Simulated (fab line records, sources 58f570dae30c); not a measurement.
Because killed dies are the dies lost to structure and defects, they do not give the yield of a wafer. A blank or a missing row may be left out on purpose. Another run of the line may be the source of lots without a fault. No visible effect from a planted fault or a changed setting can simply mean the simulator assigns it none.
Which of the tools did it?    flow berkeley-cmos170    13 lots with 39 wafers sampled at 6 steps, on a route of 331 steps

## WHAT THE GAUGES READ, wafer by wafer
UCB170_M2_THK_MEAS_03: measures by xrf. Usual: M2_AL_THK typically reads 890 nm, with standard deviation 11.
lot   measured      on             M2_AL_THK (nm)  flag
L408  day 7 05:13   film-metro-04  877 874 881     
L409  day 7 09:35   film-metro-04  885 893 875     
L413  day 8 11:13   film-metro-04  881 876 874     
L417  day 9 04:53   film-metro-04  878 876 878     
L420  day 10 00:45  film-metro-03  891 860 873     
L421  day 10 11:40  film-metro-01  886 902 906     
L422  day 11 02:20  film-metro-01  886 905 908     
L428  day 11 06:11  film-metro-03  883 865 878     
L423  day 11 06:18  film-metro-04  903 893 885     
L425  day 11 06:34  film-metro-03  889 872 890     
L424  day 11 06:50  film-metro-01  884 890 889     
L429  day 11 18:54  film-metro-03  909 905 921     
L431  day 11 23:06  film-metro-01  899 901 903     

UCB170_M2_CD_MEAS_15: target cd 700 nm. Usual: cd-nm 700.2 nm, standard deviation 1.2.
lot   measured      on         cd-nm (nm)         flag
L408  day 7 08:49   cd-sem-01  703.3 702.4 702.4  
L409  day 7 11:32   cd-sem-01  699.3 698.3 700.4  
L413  day 8 13:13   cd-sem-01  701.9 701.6 702.2  
L417  day 9 07:04   cd-sem-02  699.9 700.1 699.5  
L420  day 10 02:31  cd-sem-01  699.5 700.1 700.2  
L421  day 10 14:35  cd-sem-02  700.4 699.5 699.5  
L422  day 11 04:32  cd-sem-01  698.2 697.3 697.8  
L428  day 11 09:15  cd-sem-02  700.6 699.6 701.4  
L423  day 11 09:17  cd-sem-01  700.8 699.0 698.1  
L425  day 11 09:50  cd-sem-02  700.2 701.9 701.3  
L424  day 11 10:00  cd-sem-01  701.2 699.7 702.4  
L429  day 11 22:04  cd-sem-02  699.1 699.0 699.0  
L431  day 12 01:23  cd-sem-02  698.7 699.0 698.1  

UCB170_V2_THK_MEAS_01. Usual: V2_TEOS_THK typically reads 2000 nm, with standard deviation 25.
lot   measured      on             V2_TEOS_THK (nm)  flag
L408  day 7 09:43   film-metro-02  1963 1972 1995    
L409  day 7 12:32   film-metro-04  2007 1972 2035    
L413  day 8 13:58   film-metro-03  1983 2017 1993    
L417  day 9 07:50   film-metro-04  1982 1969 2009    
L420  day 10 03:16  film-metro-04  2002 1990 2005    
L421  day 10 15:32  film-metro-03  1973 1990 2002    
L422  day 11 05:29  film-metro-04  1974 2018 2015    
L428  day 11 10:00  film-metro-02  1989 1996 1997    
L423  day 11 10:02  film-metro-03  1964 1999 1978    
L425  day 11 10:37  film-metro-04  2006 2034 2043    
L424  day 11 10:46  film-metro-03  2002 2034 2039    
L429  day 11 23:04  film-metro-03  1960 1971 1996    
L431  day 12 02:09  film-metro-03  1992 2019 2036    

UCB170_M3_RS_MEAS_02: a four-point-probe measurement. Usual: M3_AL_RS typically reads 0.0321 ohm/sq, with standard deviation 0.00036.
lot   measured      on             M3_AL_RS (ohm/sq)     flag
L408  day 7 12:53   film-metro-03  0.0319 0.0320 0.0319  
L409  day 7 16:16   film-metro-03  0.0325 0.0322 0.0324  
L413  day 8 16:59   film-metro-03  0.0318 0.0326 0.0322  
L417  day 9 10:13   film-metro-01  0.0211 0.0315 0.0210  OFF
L420  day 10 05:56  film-metro-01  0.0321 0.0323 0.0320  
L421  day 10 19:11  film-metro-02  0.0329 0.0322 0.0323  
L422  day 11 08:21  film-metro-03  0.0323 0.0326 0.0324  
L428  day 11 12:58  film-metro-03  0.0323 0.0321 0.0326  
L423  day 11 13:10  film-metro-01  0.0319 0.0316 0.0318  
L425  day 11 13:58  film-metro-02  0.0322 0.0321 0.0321  
L424  day 11 14:20  film-metro-03  0.0319 0.0323 0.0318  
L429  day 12 02:16  film-metro-01  0.0326 0.0319 0.0322  
L431  day 12 04:59  film-metro-02  0.0316 0.0317 0.0316  

UCB170_M3_THK_MEAS_03: measures by xrf. Usual: M3_AL_THK typically reads 895 nm, with standard deviation 10.
lot   measured      on             M3_AL_THK (nm)  flag
L408  day 7 13:01   film-metro-03  894 898 899     
L409  day 7 16:23   film-metro-03  879 886 886     
L413  day 8 17:05   film-metro-03  903 874 887     
L417  day 9 10:20   film-metro-01  1351 911 1353   OFF
L420  day 10 06:03  film-metro-01  901 885 903     
L421  day 10 19:18  film-metro-02  884 900 896     
L422  day 11 08:28  film-metro-03  889 878 889     
L428  day 11 13:05  film-metro-03  884 890 882     
L423  day 11 13:16  film-metro-01  894 908 904     
L425  day 11 14:05  film-metro-02  888 892 888     
L424  day 11 14:27  film-metro-03  902 888 905     
L429  day 12 02:23  film-metro-01  879 901 895     
L431  day 12 05:06  film-metro-02  912 906 910     

## EACH LOT AND THE TOOL THAT RAN IT (in order: tool; ch and the chambers of the sampled wafers; start)
lot   UCB170_M3_SPUTTER_01
L408  pvd-sputter-02, day 7 12:49
L409  pvd-sputter-02, day 7 16:11
L413  pvd-sputter-01, day 8 16:51
L417  pvd-sputter-02, day 9 10:08
L420  pvd-sputter-01, day 10 05:50
L421  pvd-sputter-01, day 10 19:05
L422  pvd-sputter-01, day 11 08:16
L428  pvd-sputter-03, day 11 12:52
L423  pvd-sputter-01, day 11 13:03
L425  pvd-sputter-03, day 11 13:53
L424  pvd-sputter-01, day 11 14:14
L429  pvd-sputter-01, day 12 02:11
L431  pvd-sputter-01, day 12 04:53
- UCB170_M3_SPUTTER_01: material Al, target thk 900 nm, time 120 s.

## WHAT THE TOOLS THEMSELVES READ (means of the sampled wafers that have a number; where no wafer has one, the mark that the record gives instead)
UCB170_M3_SPUTTER_01. Usual: throttle-valve-pct 29.7 %, standard deviation 1.1.
lot   tool            throttle-valve-pct (%)  flag
L408  pvd-sputter-02  28.8                    
L409  pvd-sputter-02  28.8                    
L413  pvd-sputter-01  30.6                    
L417  pvd-sputter-02  30.2                    
L420  pvd-sputter-01  30.3                    
L421  pvd-sputter-01  30.3                    
L422  pvd-sputter-01  30.4                    
L428  pvd-sputter-03  28.5                    
L423  pvd-sputter-01  30.5                    
L425  pvd-sputter-03  28.4                    
L424  pvd-sputter-01  30.3                    
L429  pvd-sputter-01  30.7                    
L431  pvd-sputter-01  30.6                    

## THE ANSWER, worked out from the rows above alone
Rule: a lot counts as off when the mean over its wafers that have a number is more than 3 standard deviations away from the usual mean. A lot without any number at a reading at which 4 lots or more have one is off too. Any other lot the step has rows for is counted as sound. After the gauges, taken in route order, come the tools' own readings; for these a lot's mean is taken, as printed above. At the first step where some lot is off, the reading lying furthest off is the one used; lots without a number count as furthest.
Off: L417, seen at UCB170_M3_RS_MEAS_02 (M3_AL_RS).
A tool fits if, at a process step before that reading, it ran every lot that is off, and no sound lot after the first of them. Gauges at UCB170_M3_RS_MEAS_02: tried the same way as those tools. One candidate fits, namely pvd-sputter-02 at UCB170_M3_SPUTTER_01. Its last sound lot is L409 (day 7 16:11), its first lot that is off L417 (day 9 10:08): a fault that began between those two fits.

## WHAT HAD BEEN PUT IN BY THE SIMULATOR
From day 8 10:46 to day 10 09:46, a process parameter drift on pvd-sputter-02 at UCB170_M3_SPUTTER_01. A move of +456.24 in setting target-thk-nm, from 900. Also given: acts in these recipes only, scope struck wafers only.
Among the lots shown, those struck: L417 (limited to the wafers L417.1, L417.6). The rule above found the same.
